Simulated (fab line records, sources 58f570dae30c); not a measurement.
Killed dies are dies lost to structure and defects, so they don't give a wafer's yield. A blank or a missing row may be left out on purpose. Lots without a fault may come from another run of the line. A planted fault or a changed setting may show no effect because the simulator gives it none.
Which tool did it? | flow berkeley_cmos170 | 6 lots, 16 wafers sampled, at 3 steps of a route of 331

WHAT THE GAUGES READ, wafer by wafer
UCB170_V1_THK_MEAS_01.
lot  | measured     | on            | V1_TEOS_THK (nm)
L832 | day 7 10:46  | film_metro-01 | 1996 2003 2024
L837 | day 8 23:05  | film_metro-04 | 1965 1993 1989
L840 | day 9 15:32  | film_metro-01 | 1986 2042 2039
L842 | day 10 14:13 | film_metro-02 | 1678
L847 | day 10 20:28 | film_metro-04 | 2002 1990 2018
L849 | day 11 08:55 | film_metro-02 | 1991 2024 2017

WHICH TOOL RAN EACH LOT (tool, then ch and the chambers of the sampled wafers, then the start)
lot  | UCB170_NSD_STRIP_09                  | UCB170_V1_CVD_00
L832 | plasma_asher-01 ch 0,1, day 6 21:11  | pecvd-04 ch 1,2, day 7 10:35
L837 | plasma_asher-03 ch 0,1, day 8 09:25  | pecvd-02 ch 0,1,2, day 8 22:55
L840 | plasma_asher-04 ch 0,1, day 9 01:43  | pecvd-02 ch 0,1,2, day 9 15:22
L842 | plasma_asher-04 ch 1, day 9 12:25    | pecvd-02 ch 0, day 10 14:06
L847 | plasma_asher-03 ch 0, day 10 05:22   | pecvd-04 ch 0,2, day 10 20:19
L849 | plasma_asher-04 ch 0,1, day 10 18:14 | pecvd-01 ch 0,2, day 11 08:44
- UCB170_NSD_STRIP_09: strips in O2.
- UCB170_V1_CVD_00: deposits SiO2 from TEOS/O2, target thk 2000 nm, time 250 s.

THE ANSWER, worked out from the rows above alone
Rule: what is usual is taken from the lots themselves. Put in order of their means at a reading, lots are off if they are a third of the lots or fewer, leave a main group of 4 or more, and stand apart from it by a gap of 3 or more times the standard deviation of the main group's means; of several such gaps the widest counts. A main group whose means are all the same, to the digits that the tables above print for the reading, isn't used. A lot without any number at a reading at which 4 lots or more have one is off too. The other lots that the step has rows for count as sound.
Off: L842, at UCB170_V1_THK_MEAS_01 (V1_TEOS_THK). The main group: mean 2005 nm, standard deviation 13.
A tool fits if, at a process step before that reading, it ran every lot that is off, and no sound lot after the first of them. The gauges at UCB170_V1_THK_MEAS_01 are tried like those tools. One fits: pecvd-02 at UCB170_V1_CVD_00. Its last sound lot is L840 (day 9 15:22), its first lot that is off L842 (day 10 14:06): a fault that began between those two fits.

WHAT THE SIMULATOR HAD PUT IN
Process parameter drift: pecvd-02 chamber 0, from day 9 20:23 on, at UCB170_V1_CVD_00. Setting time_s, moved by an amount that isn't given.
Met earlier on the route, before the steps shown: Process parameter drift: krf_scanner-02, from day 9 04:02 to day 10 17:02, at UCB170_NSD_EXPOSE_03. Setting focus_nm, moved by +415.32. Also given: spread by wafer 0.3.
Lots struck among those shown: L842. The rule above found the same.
